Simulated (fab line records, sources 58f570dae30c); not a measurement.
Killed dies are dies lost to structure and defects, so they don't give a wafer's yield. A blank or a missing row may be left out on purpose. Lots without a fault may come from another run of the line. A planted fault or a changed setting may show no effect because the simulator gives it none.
Split-lot experiment | flow berkeley_cmos170 | 5 lots, 23 wafers read, on a route of 331 steps

THE SPLIT
At UCB170_NSD_PEB_04, the setting peb_temp_c was moved away from the recipe's 130 C on 8 of the 23 wafers read, by -1.5% to +2.5%. The other wafers ran this setting at the recipe's value.

FROM THE SPLIT TO THE READING: what the file shows between them, 1 step
- UCB170_NSD_DEVELOP_05: develop time 45 s

THE READING
cd_nm, in nm, at UCB170_NSD_CD_MEAS_06 (target cd 1200 nm). Fault-free wafers of this fab line usually give 1199.9 nm, standard deviation 1 nm.

wafer  | tool, chamber at the split | peb_temp_c as run, C | against the recipe | cd_nm, nm | against lot-mates on the recipe
L074.1 | litho_track-04, 0          | 130                  | recipe             | 1198.7    | -
L074.2 | litho_track-04, 0          | 133.3                | +2.5%              | 1219.4    | +21.0
L074.3 | litho_track-04, 0          | 133.3                | +2.5%              | 1216.5    | +18.0
L074.4 | litho_track-04, 0          | 130                  | recipe             | 1198.2    | -
L074.6 | litho_track-04, 0          | 133.3                | +2.5%              | 1216.9    | +18.5
L075.1 | litho_track-02, 0          | 130                  | recipe             | 1201.5    | -
L075.2 | litho_track-02, 0          | 130                  | recipe             | 1201.1    | -
L075.3 | litho_track-02, 0          | 128.1                | -1.5%              | 1187.6    | -13.3
L075.4 | litho_track-02, 0          | 128.1                | -1.5%              | 1186.5    | -14.4
L075.5 | litho_track-02, 0          | 130                  | recipe             | 1200.1    | -
L076.1 | litho_track-02, 0          | 128.8                | -0.9%              | 1192.0    | -8.8
L076.3 | litho_track-02, 0          | 128.8                | -0.9%              | 1192.2    | -8.6
L076.4 | litho_track-02, 0          | 130                  | recipe             | 1201.1    | -
L076.5 | litho_track-02, 0          | 130                  | recipe             | 1200.5    | -
L076.6 | litho_track-02, 0          | 128.8                | -0.9%              | 1193.1    | -7.7
L082.1 | litho_track-02, 0          | 130                  | recipe             | 1200.0    | -
L082.3 | litho_track-02, 0          | 130                  | recipe             | 1202.0    | -
L082.5 | litho_track-02, 0          | 130                  | recipe             | 1199.9    | -
L083.2 | litho_track-03, 0          | 130                  | recipe             | 1202.0    | -
L083.3 | litho_track-03, 0          | 130                  | recipe             | 1198.8    | -
L083.4 | litho_track-03, 0          | 130                  | recipe             | 1200.2    | -
L083.5 | litho_track-03, 0          | 130                  | recipe             | 1200.4    | -
L083.6 | litho_track-03, 0          | 130                  | recipe             | 1199.5    | -

THE FIT
A straight line over all 23 wafers: cd_nm changes by +7.39 nm for each +1% of peb_temp_c; r = +0.99; the points scatter about the line by 1.4 nm.
The same after taking each lot's own level away (the mean of its wafers on the recipe; 23 wafers): +8.04 nm for each +1%; r = +0.99; scatter 1.1 nm.
On that fit, the largest move of peb_temp_c shifts the reading by 20 nm.
The lots' own levels span 1198.45 to 1200.90 nm, that is 2.4 times the standard deviation above.
So the lot-to-lot level changes the slope little: the two slopes agree.
Check: with one of the wafers moved furthest among these (+2.5%) left out of the fit, the line predicts +19.6 nm for it against its lot-mates. It came out at +21 nm against them.

OTHER SPLITS ON THESE WAFERS
These wafers also went through other splits before the reading. Each is held against what the fit with the lots' levels taken away leaves over:
other split on the same wafers    | wafers away from the commonest value | r with cd_nm (lot level and that fit taken away)
UCB170_GATE_PEB_10 peb_temp_c     | 9                                    | -0.28
UCB170_NLDD_COAT_01 resist_thk_nm | 9                                    | +0.06
UCB170_NLDD_PEB_04 peb_temp_c     | 11                                   | -0.05
UCB170_PSD_EXPOSE_03 dose_mj      | 8                                    | -0.14
UCB170_PSD_DEVELOP_05 dev_temp_c  | 10                                   | -0.04

THE FILE'S OWN FIT
cd_nm changes by +8.11 nm for each +1% of peb_temp_c, r = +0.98.
